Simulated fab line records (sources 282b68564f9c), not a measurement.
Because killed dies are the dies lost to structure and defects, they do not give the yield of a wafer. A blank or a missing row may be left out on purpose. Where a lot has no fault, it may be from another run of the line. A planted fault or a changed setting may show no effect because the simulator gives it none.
A lot that was struck, set against a sound lot ; flow rit-cmos ; 15 out of 202 route steps
Sound: these wafers, L496.1, L496.5, L496.6. Wafers struck: L499.2, L499.3, L499.5. The cause comes at the end.
Each step with rows lists, per side, the tool, then ch with its chambers, then its first start. Under that, the readings that differ: sound wafers ; struck wafers ; difference of the means ; sigmas: that difference in standard deviations of wafers without a fault.
alike: same words and numbers on both sides, and readings whose means sit less than 2 such deviations apart. not compared: any withheld reading, any reading some wafer has no value for, any bound like >300 that may hide the same value, and any number with overlapping values for which the record gives no deviation.
Wherever a step has rows on one side only, a row that says differs or no value, or a row with sigmas, the two part there. When numbers do not overlap yet have no deviation, they are printed without sigmas and do not part them. Lack of a reading on every wafer of one side parts them only where that side has two or more wafers.

first, 3 steps without rows for these wafers: RIT_SDANNEAL_CLEAN_00 (cleans in SC1, time 600 s); RIT_SDANNEAL_CLEAN_01 (cleans in dHF, time 30 s); RIT_SDANNEAL_CLEAN_02 (cleans in SC2, time 600 s).
RIT_SDANNEAL_RTA_03: time 5 s.
  sound on rtp-anneal-02 ch 0, day 6 12:00; struck on rtp-anneal-01 ch 0, day 7 01:02
  alike: anneal-temp-c-max, wafer_temp_C_max
RIT_SDANNEAL_RS_MEAS_04: uses a four-point probe to measure.
  sound: film-metro-02 at day 6 12:04; struck: film-metro-02 at day 7 01:06
  alike: PSD_RS
RIT_SDANNEAL_RS_MEAS_05: uses a four-point probe to measure.
  sound: film-metro-02 at day 6 12:11; struck: film-metro-02 at day 7 01:13
  alike: NSD_RS
RIT_SDANNEAL_RS_MEAS_06: uses a four-point probe to measure.
  sound: film-metro-02 at day 6 12:18; struck: film-metro-02 at day 7 01:20
  alike: PLDD_RS
RIT_SDANNEAL_RS_MEAS_07: uses a four-point probe to measure.
  sound: film-metro-02 at day 6 12:25; struck: film-metro-02 at day 7 01:28
  alike: NLDD_RS
then, 1 step without rows for these wafers: RIT_SILICIDE_WET_ETCH_00 (etches SiO2 in BOE, target depth 14 nm, time 15 s).
RIT_SILICIDE_SPUTTER_01: material Ti, target thk 30 nm, time 240 s.
  sound: pvd-sputter-04 at day 6 12:33; struck: pvd-sputter-03 at day 7 01:35
  alike: throttle-valve-pct
RIT_SILICIDE_RS_MEAS_02: uses a four-point probe to measure.
  sound: film-metro-04 at day 6 12:42; struck: film-metro-02 at day 7 01:45
  alike: SILICIDE_TI_RS
RIT_SILICIDE_THK_MEAS_03: measures by xrf.
  sound: film-metro-04 at day 6 12:49; struck: film-metro-02 at day 7 01:52
  alike: SILICIDE_TI_THK
RIT_SILICIDE_RTA_04: time 10 s, ramp up 5 s, ramp down 5 s.
  sound on rtp-anneal-02 ch 0, day 6 12:53; struck on rtp-anneal-02 ch 0, day 7 01:55
reading;sound;struck;difference;sigmas
wafer_temp_C_max;652.4 653.4 652.8;722.8 722.8 722.2;+69.7;+99 or more
then, 1 step without rows for these wafers: RIT_SILICIDE_WET_ETCH_05 (etches Ti in SPM, time 120 s).
RIT_M1_PROBE_99:
  sound: prober-01 at day 6 19:53; struck: prober-02 at day 7 10:01
  alike: killed-at-contacts, killed-at-front-end, killed-dies, killed-on-rim, killed-open, killed-short

== WHERE THEY PART ==
Only at RIT_SILICIDE_RTA_04, within this record. Later steps at which nothing parts them and some readings are alike: RIT_M1_PROBE_99.

WHY: the cause the simulator had injected
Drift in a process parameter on rtp-anneal-02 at RIT_SILICIDE_RTA_04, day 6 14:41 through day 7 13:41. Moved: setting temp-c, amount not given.
